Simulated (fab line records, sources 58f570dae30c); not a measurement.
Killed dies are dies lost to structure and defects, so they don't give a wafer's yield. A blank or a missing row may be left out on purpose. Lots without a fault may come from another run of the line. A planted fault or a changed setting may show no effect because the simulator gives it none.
Split-lot experiment | flow berkeley_cmos170 | 5 lots, 23 wafers read, on a route of 331 steps

THE SPLIT
At UCB170_NWELL_CVD_04 (deposits Si3N4 from SiH2Cl2/NH3, target thk 224 nm, time 3360 s), the setting time_s was moved away from the recipe's 3360 s on 10 of the 23 wafers read, by +6.5% to +14.9%. The other wafers ran this setting at the recipe's value.

The file shows no step between the split and the reading.

THE READING
NWELL_NITRIDE_THK, in nm, at UCB170_NWELL_THK_MEAS_05. Fault-free wafers of this fab line usually give 226.2 nm, standard deviation 1.8 nm.

wafer  | tool, chamber at the split | time_s as run, s | against the recipe | NWELL_NITRIDE_THK, nm | against lot-mates on the recipe
L074.1 | -, -                       | 3360             | recipe             | 223.1                 | -
L074.3 | -, -                       | 3360             | recipe             | 223.9                 | -
L074.4 | -, -                       | 3360             | recipe             | 223.3                 | -
L074.5 | -, -                       | 3360             | recipe             | 223.5                 | -
L074.6 | -, -                       | 3360             | recipe             | 223.4                 | -
L076.1 | lpcvd-02, 1                | 3360             | recipe             | 226.6                 | -
L076.2 | lpcvd-02, 1                | 3360             | recipe             | 224.9                 | -
L076.3 | lpcvd-02, 1                | 3360             | recipe             | 226.5                 | -
L077.1 | -, -                       | 3859             | +14.9%             | 262.8                 | no lot-mate on the recipe
L077.2 | -, -                       | 3859             | +14.9%             | 259.9                 | no lot-mate on the recipe
L077.4 | -, -                       | 3859             | +14.9%             | 263.4                 | no lot-mate on the recipe
L077.5 | -, -                       | 3859             | +14.9%             | 261.7                 | no lot-mate on the recipe
L077.6 | -, -                       | 3859             | +14.9%             | 261.4                 | no lot-mate on the recipe
L079.1 | -, -                       | 3360             | recipe             | 224.1                 | -
L079.2 | -, -                       | 3360             | recipe             | 224.1                 | -
L079.4 | -, -                       | 3360             | recipe             | 224.7                 | -
L079.5 | -, -                       | 3360             | recipe             | 226.3                 | -
L079.6 | -, -                       | 3360             | recipe             | 225.7                 | -
L083.1 | -, -                       | 3579             | +6.5%              | 241.9                 | no lot-mate on the recipe
L083.2 | -, -                       | 3579             | +6.5%              | 242.7                 | no lot-mate on the recipe
L083.3 | -, -                       | 3579             | +6.5%              | 241.4                 | no lot-mate on the recipe
L083.5 | -, -                       | 3579             | +6.5%              | 243.0                 | no lot-mate on the recipe
L083.6 | -, -                       | 3579             | +6.5%              | 242.1                 | no lot-mate on the recipe

THE FIT
A straight line over all 23 wafers: NWELL_NITRIDE_THK changes by +2.52 nm for each +1% of time_s; r = +1.00; the points scatter about the line by 1.3 nm.
Too few moved wafers have a lot-mate on the recipe to fit a line with each lot's own level taken away.

THE WHOLE CHAIN: every reading that the file lists as answering this split, in the file's order
step                     | what it does                                                    | reading                                                                       | change (the file's fit)              | r (the file's)
UCB170_NWELL_CVD_04      | deposits Si3N4 from SiH2Cl2/NH3, target thk 224 nm, time 3360 s | Si3N4_of_NWELL_CVD_04.thk_nm (the simulator's own value, which no gauge read) | +2.52 nm for each +1% of the setting | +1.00
UCB170_NWELL_THK_MEAS_05 |                                                                 | NWELL_NITRIDE_THK                                                             | +2.52 for each +1% of the setting    | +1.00

THE FILE'S OWN FIT
NWELL_NITRIDE_THK changes by +2.52 nm for each +1% of time_s, r = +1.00.
